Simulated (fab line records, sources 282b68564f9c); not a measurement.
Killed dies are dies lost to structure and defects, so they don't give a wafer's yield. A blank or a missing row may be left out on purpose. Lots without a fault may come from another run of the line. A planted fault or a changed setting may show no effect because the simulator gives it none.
One fault seen from 2 desks | flow rit_cmos | each desk has only its own numbers; what lay behind them comes last

THE TOOL OWNER'S DESK: furnace-03
The tool's own readings at RIT_WELLDRIVE_ANNEAL_00 (time 14700 s): means of the sampled wafers that have a number, for each lot that ran on this tool. A lot is out of limits, marked OUT, if its mean lies more than 4 standard deviations from the usual mean; the brackets give that distance.
Columns: A = spike_tc_centre_C at RIT_WELLDRIVE_ANNEAL_00, usual 1101.9 C; B = spike_tc_source_C at RIT_WELLDRIVE_ANNEAL_00, usual 1125.2 C; C = tube_center_temp_C at RIT_WELLDRIVE_ANNEAL_00, usual 1100 C; D = tube_center_temp_C_max at RIT_WELLDRIVE_ANNEAL_00, usual 1102.8; E = zone_power_centre_pct at RIT_WELLDRIVE_ANNEAL_00, usual 50 %
lot  | first seen here | A                 | B                 | C              | D                | E
L732 | day 2 04:54     | 1102.8            | 1126.0            | 1100           | 1102.9           | 53
L737 | day 3 06:45     | 1103.1            | 1125.4            | 1100           | 1103.0           | 54
L739 | day 3 19:05     | 1103.9            | 1126.4            | 1100           | 1102.7           | 54
L745 | day 5 02:13     | 1095.1 (-4.2) OUT | 1118.3 (-4.0) OUT | 1092 (-81) OUT | 1094.9 (-17) OUT | 53
L748 | day 5 22:04     | 1095.2 (-4.2) OUT | 1117.9 (-4.3) OUT | 1092 (-80) OUT | 1094.6 (-18) OUT | 53
This desk's finding: out of limits on L745, L748; first on L745, day 5 02:13 (spike_tc_centre_C at RIT_WELLDRIVE_ANNEAL_00). In limits: L732, L737, L739.

THE METROLOGY DESK
What the gauges read, lot by lot, whatever tool the lot ran on: means of the sampled wafers that have a number. A lot is out of limits, marked OUT, if its mean lies more than 4 standard deviations from the usual mean; the brackets give that distance.
Columns: A = NWELL_RS at RIT_WELLDRIVE_RS_MEAS_01, usual 275.4 ohm/sq; B = PWELL_RS at RIT_WELLDRIVE_RS_MEAS_02, usual 429.3 ohm/sq
lot  | first seen here | A               | B
L731 | day 2 05:29     | 275.0           | 430.3
L732 | day 2 10:01     | 276.3           | 431.8
L733 | day 2 16:20     | 276.0           | 429.0
L734 | day 2 20:08     | 274.9           | 429.5
L736 | day 3 07:46     | 275.5           | 428.6
L737 | day 3 11:50     | 274.4           | 429.1
L738 | day 3 17:05     | 275.0           | 427.7
L739 | day 4 00:12     | 275.8           | 428.6
L740 | day 4 04:38     | 275.0           | 427.8
L745 | day 5 07:20     | 284.6 (+13) OUT | 438.3 (+7.5) OUT
L748 | day 6 03:11     | 283.9 (+12) OUT | 438.2 (+7.4) OUT
L752 | day 6 18:16     | 275.2           | 428.5
L753 | day 7 00:08     | 276.4           | 429.1
L754 | day 7 03:56     | 275.2           | 431.2
This desk's finding: out of limits on L745, L748; first on L745, day 5 07:20 (NWELL_RS at RIT_WELLDRIVE_RS_MEAS_01). In limits: L731, L732, L733, L734, L736, L737, L738, L739, L740, L752, L753, L754.

PUT TOGETHER
The tool owner's desk could have raised an alarm at day 5 02:13, on L745, L748.
The metrology desk could have raised an alarm at day 5 07:20, on L745, L748.
Of the lots named, all ran RIT_WELLDRIVE_ANNEAL_00 on furnace-03.

WHAT THE SIMULATOR HAD PUT IN
Process parameter drift: furnace-03, from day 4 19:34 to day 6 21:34, at RIT_WELLDRIVE_ANNEAL_00. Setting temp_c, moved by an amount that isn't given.
Lots struck among those shown: L745, L748.
Hours from the fault's start to each desk's first reading out of limits: the tool owner's desk, 7; the metrology desk, 12.
